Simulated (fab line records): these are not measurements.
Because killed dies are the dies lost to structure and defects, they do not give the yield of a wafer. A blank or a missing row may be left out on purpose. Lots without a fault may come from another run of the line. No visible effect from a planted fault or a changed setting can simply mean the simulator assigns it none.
fab line records -- flow ritCmos -- part 2 of 2: steps 27 to 28 of 28
record: lots: 5, wafers: 23
route steps=202 shown GATE@89 NLDD@104 PLDD@122 NSD@139 SDANNEAL@153 CONTACT@168 M1@202
startH: the number of hours between the record's first day and the start of the first shown wafer of the lot -- waitH: hours elapsed since this lot's preceding step -- " unchanged from the row above -- L1.1+2: several wafers, shown together as one row -- - value missing, or start not given -- * or withheld: withheld -- < > ~ a bound
route shown NAME@n: a module of which the file shows steps, and the number in the route of the first -- usual: average and standard deviation across the fault-free wafers -- same: alike in all rows -- chamber/n: place in a boat -- sites: readings site by site -- _std_site: standard deviation of those values -- _edge_site: mean of outer sites minus mean of inner sites -- radiusMm: for every site, how far away it sits from the centre of the wafer -- mask NAME#n: copy n -- behind: tool/chamber where the wafer was last shaped -- hold: reason for holding the lot/hours on hold/outcome of the hold -- device: the n, p or np transistor that did not switch -- end of line: the same wafers' tests at the end of the route -- a step given without rows: its recipe and nothing more -- killed: count of dies lost to structure and defects at first sort (not the wafer's yield) -- map: the dies of a wafer, with x for killed, . for not killed, _ for no die there
set.NAME: the setting that was run; set.NAME@STEP: the one run at that earlier step -- model.NAME: the simulator's own value behind a step, which no gauge read
lots where settings were altered on purpose, with a table for each step and a row for each wafer
== steps ==
step: RIT_CONTACT_CD_MEAS_90
recipe: targetCdNm: 1000
usual: cdNm: 999.1/2.3
lot.wafer,tool,chamber,startH,waitH,set.developTimeS@CONTACT_DEVELOP_07,cdNm
L077.1,cdSem-01,-,71.62,0.1,107.7,988.7
L077.2,cdSem-01,-,71.62,0.1,107.7,988.5
L077.3,cdSem-01,-,71.62,0.1,120,997.1
L077.5,cdSem-01,-,71.62,0.1,120,998.0
L077.6,cdSem-01,-,71.62,0.1,107.7,988.9
L079.1,cdSem-01,-,90.20,0.1,120,1000.3
L079.2,cdSem-01,-,90.20,0.1,107.2,992.8
L079.3,cdSem-01,-,90.20,0.1,107.2,994.0
L079.4,cdSem-01,-,90.20,0.1,107.2,993.0
L079.6,cdSem-01,-,90.20,0.1,120,1000.7
L080.1,cdSem-02,-,90.36,0.1,108.5,989.0
L080.2,cdSem-02,-,90.36,0.1,108.5,986.5
L080.3,cdSem-02,-,90.36,0.1,120,996.7
L080.4,cdSem-02,-,90.36,0.1,120,997.2
L080.5,cdSem-02,-,90.36,0.1,108.5,988.0
L081.2,cdSem-01,-,95.57,0.2,120,1001.0
L081.3,cdSem-01,-,95.57,0.2,120,998.2
L081.5,cdSem-01,-,95.57,0.2,120,999.7
L082.2,cdSem-01,-,103.75,0.1,136.1,1005.7
L082.3,cdSem-01,-,103.75,0.1,120,997.1
L082.4,cdSem-01,-,103.75,0.1,120,997.7
L082.5,cdSem-01,-,103.75,0.1,136.1,1007.4
L082.6,cdSem-01,-,103.75,0.1,136.1,1004.8
step: RIT_M1_PROBE_99
usual: killedAtContacts: 0.1/0.36, killedAtFrontEnd: 7/3.1, killedDies: 7/3.3, killedOpen: 3.8/2.5, killedShort: 3.4/2.1
same: grossDies: 264, killed_at_M0_to_M3: 0, killed_at_M4_up: 0, killedAtBackSide: 0, killedAtOther: 0
lot.wafer,tool,chamber,startH,waitH,set.timeS@CONTACT_CVD_00,killedAtContacts,killedAtFrontEnd,killedDies,killedOpen,killedShort
L077.1,prober-01,-,76.23,0.1,52.02,0,19,19,4,3
L077.2,prober-01,-,76.28,0.1,52.02,1,13,14,7,7
L077.3,prober-01,-,76.33,0.2,61,0,19,19,1,1
L077.5,prober-01,-,76.43,0.2,61,0,22,22,5,2
L077.6,prober-01,-,76.48,0.2,61,0,6,6,3,3
L079.1,prober-01,-,94.78,0.1,61,0,8,8,3,5
L079.2,prober-01,-,94.83,0.1,61,0,30,30,5,7
L079.3,prober-01,-,94.88,0.2,69.04,244,20,264,8,3
L079.4,prober-01,-,94.93,0.2,61,2,12,14,4,10
L079.6,prober-01,-,95.03,0.2,69.04,253,11,264,8,4
L080.1,prober-02,-,96.28,0.1,61,0,256,256,4,2
L080.2,prober-02,-,96.33,0.1,61,0,7,7,3,4
L080.3,prober-02,-,96.38,0.2,66.59,0,10,10,6,4
L080.4,prober-02,-,96.43,0.2,66.59,0,9,9,2,7
L080.5,prober-02,-,96.48,0.2,66.59,0,226,226,2,3
L081.2,prober-01,-,100.11,0.1,61,0,5,5,3,2
L081.3,prober-01,-,100.16,0.2,61,0,9,9,4,5
L081.5,prober-01,-,100.26,0.2,61,0,11,11,7,4
L082.2,prober-02,-,108.56,0.1,61,0,3,3,1,2
L082.3,prober-02,-,108.61,0.2,61,0,3,3,1,2
L082.4,prober-02,-,108.66,0.2,64.74,0,4,4,2,2
L082.5,prober-02,-,108.71,0.2,64.74,0,12,12,6,6
L082.6,prober-02,-,108.76,0.2,64.74,8,16,24,11,5
killed by level:class
L077.1 GATE:areaExpose=12 GATE:geometricParticle:open=2 REOX:geometricParticle:open=2 FOX1:geometricParticle:short=1 GATE:geometricParticle:short=1 SILICIDE:geometricParticle:short=1
L077.2 GATE:geometricParticle:short=4 GATE:geometricParticle:open=3 SPACER:geometricParticle:short=2 FOX1:geometricParticle:short=1 FOX2:geometricParticle:open=1 REOX:geometricParticle:open=1 SPACER:geometricParticle:open=1 CONTACT:geometricParticle:open=1
L077.3 GATE:areaExpose=17 FOX2:geometricParticle:open=1 GATE:geometricParticle:short=1
L077.5 GATE:areaExpose=15 REOX:geometricParticle:open=2 GATE:geometricParticle:open=2 FOX2:geometricParticle:short=1 GATE:geometricParticle:short=1 SPACER:geometricParticle:open=1
L077.6 FOX1:geometricParticle:open=1 GATE:geometricParticle:short=1 SPACER:geometricParticle:short=1 SPACER:geometricParticle:open=1 SILICIDE:geometricParticle:open=1 SILICIDE:geometricParticle:short=1
L079.1 GATE:geometricParticle:short=3 SILICIDE:geometricParticle:short=2 ACTIVE:geometricParticle:open=1 FOX2:geometricParticle:open=1 SILICIDE:geometricParticle:open=1
L079.2 GATE:areaExpose=18 SILICIDE:geometricParticle:short=4 FOX1:geometricParticle:open=2 GATE:geometricParticle:short=2 GATE:geometricParticle:open=2 FOX1:geometricParticle:short=1 SILICIDE:geometricParticle:open=1
L079.3 CONTACT:areaEtch=243 GATE:areaExpose=10 GATE:geometricParticle:open=6 GATE:geometricParticle:short=2 FOX1:geometricParticle:short=1 REOX:geometricParticle:open=1 CONTACT:geometricParticle:open=1
L079.4 GATE:geometricParticle:short=4 SILICIDE:geometricParticle:short=3 SILICIDE:geometricParticle:open=2 REOX:geometricParticle:short=1 REOX:geometricParticle:open=1 SPACER:geometricParticle:short=1 CONTACT:geometricParticle:open=1 CONTACT:geometricParticle:short=1
L079.6 CONTACT:areaEtch=252 GATE:geometricParticle:open=4 GATE:geometricParticle:short=2 REOX:geometricParticle:open=2 REOX:geometricParticle:short=2 SPACER:geometricParticle:open=1 CONTACT:geometricParticle:open=1
L080.1 GATE:areaExpose=250 GATE:geometricParticle:open=2 FOX1:geometricParticle:open=1 FOX2:geometricParticle:open=1 FOX2:geometricParticle:short=1 GATE:geometricParticle:short=1
L080.2 FOX1:geometricParticle:short=2 FOX2:geometricParticle:open=2 FOX1:geometricParticle:open=1 REOX:geometricParticle:short=1 SILICIDE:geometricParticle:short=1
L080.3 GATE:geometricParticle:open=2 REOX:geometricParticle:short=2 SILICIDE:geometricParticle:open=2 FOX1:geometricParticle:open=1 FOX2:geometricParticle:open=1 FOX2:geometricParticle:short=1 GATE:geometricParticle:short=1
L080.4 FOX1:geometricParticle:short=2 FOX2:geometricParticle:short=2 GATE:geometricParticle:short=2 FOX2:geometricParticle:open=1 SPACER:geometricParticle:short=1 SILICIDE:geometricParticle:open=1
L080.5 GATE:areaExpose=221 GATE:geometricParticle:open=2 FOX1:geometricParticle:short=1 GATE:geometricParticle:short=1 REOX:geometricParticle:short=1
L081.2 FOX1:geometricParticle:open=1 GATE:geometricParticle:short=1 GATE:geometricParticle:open=1 REOX:geometricParticle:open=1 REOX:geometricParticle:short=1
L081.3 GATE:geometricParticle:open=3 FOX1:geometricParticle:short=2 GATE:geometricParticle:short=1 SPACER:geometricParticle:open=1 SPACER:geometricParticle:short=1 SILICIDE:geometricParticle:short=1
L081.5 GATE:geometricParticle:open=5 GATE:geometricParticle:short=3 FOX1:geometricParticle:open=1 FOX1:geometricParticle:short=1 FOX2:geometricParticle:open=1
L082.2 FOX2:geometricParticle:short=1 REOX:geometricParticle:short=1 SPACER:geometricParticle:open=1
L082.3 FOX1:geometricParticle:short=1 FOX1:geometricParticle:open=1 REOX:geometricParticle:short=1
L082.4 GATE:geometricParticle:open=1 REOX:geometricParticle:short=1 REOX:geometricParticle:open=1 SPACER:geometricParticle:short=1
L082.5 GATE:geometricParticle:open=5 FOX2:geometricParticle:short=2 GATE:geometricParticle:short=2 FOX1:geometricParticle:short=1 FOX2:geometricParticle:open=1 SPACER:geometricParticle:short=1
L082.6 CONTACT:areaEtch=8 GATE:geometricParticle:open=5 GATE:geometricParticle:short=3 FOX1:geometricParticle:open=2 FOX2:geometricParticle:open=2 FOX1:geometricParticle:short=1 FOX2:geometricParticle:short=1 REOX:geometricParticle:open=1
== key ==
split: step: RIT_GATE_EXPOSE_13, setting: doseMj, stated: 380, by: wafer
response: step: RIT_GATE_DEVELOP_15, reading: model.GATE.cdNm, change: -5.15, per: 1%, r: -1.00
response: step: RIT_GATE_CD_MEAS_16, reading: cdNm, change: -5.14, per: 1%, r: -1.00
response: step: RIT_GATE_CD_MEAS_90, reading: cdNm, change: -5.18, per: 1%, r: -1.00
split: step: RIT_GATE_ETCH_19, setting: overEtchFrac, stated: 0.25, by: wafer
response none clear
split: step: RIT_NLDD_COAT_01, setting: resistThkNm, stated: 1000, by: wafer
response: step: RIT_NLDD_COAT_01, reading: model.NOVOLAK_of_NLDD_COAT_01.thkNm, change: +9.88, per: 1%, r: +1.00
response: step: RIT_NLDD_HARDBAKE_07, reading: model.NOVOLAK_of_NLDD_COAT_01.thkNm, change: +8.64, per: 1%, r: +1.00
split: step: RIT_NLDD_DEVELOP_05, setting: developTimeS, stated: 50, by: wafer
response none clear
split: step: RIT_PLDD_IMPLANT_08, setting: energyKev, stated: 20, by: wafer
response: step: RIT_PLDD_IMPLANT_08, reading: model.implant.rpNm, change: +0.137, per: 1%, r: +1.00
response: step: RIT_PLDD_IMPLANT_08, reading: model.implant.drpNm, change: +0.069, per: 1%, r: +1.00
response: step: RIT_SDANNEAL_RS_MEAS_06, reading: PLDD_RS, change: -0.617, per: 1%, r: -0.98
split: step: RIT_NSD_IMPLANT_08, setting: doseCm2, stated: 1e+15, by: wafer
response: step: RIT_NSD_TW_MEAS_10, reading: NSD_TW, change: +6.85, per: 1%, r: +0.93
response: step: RIT_SDANNEAL_RS_MEAS_05, reading: NSD_RS, change: -0.63, per: 1%, r: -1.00
split: step: RIT_SDANNEAL_CLEAN_00, setting: tempC, stated: 75, by: lot
response none clear
split: step: RIT_CONTACT_CVD_00, setting: timeS, stated: 61, by: wafer
response: step: RIT_CONTACT_CVD_00, reading: model.SiO2_of_CONTACT_CVD_00.thkNm, change: +4.36, per: 1%, r: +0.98
response: step: RIT_CONTACT_THK_MEAS_01, reading: CONTACT_TEOS_THK, change: +4.36, per: 1%, r: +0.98
response: step: RIT_M1_PROBE_99, reading: killedAtContacts, shape: bent, atLowest: 0.5, atStated: 0.2, atHighest: 248.5
split: step: RIT_CONTACT_DEVELOP_07, setting: developTimeS, stated: 120, by: wafer
response: step: RIT_CONTACT_CD_MEAS_08, reading: cdNm, change: +0.77, per: 1%, r: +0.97
response: step: RIT_CONTACT_ETCH_11, reading: model.CONTACT.cdNm, change: +0.759, per: 1%, r: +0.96
response: step: RIT_CONTACT_CD_MEAS_90, reading: cdNm, change: +0.757, per: 1%, r: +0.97
split: step: RIT_CONTACT_ETCH_11, setting: timeS, stated: 320, by: wafer
response none clear
split outsideThisFile step=RIT_GATE_CVD_08 setting=sih4FlowSccm
split outsideThisFile: this setting was split too, and the file shows its column; the key of that split is in another file
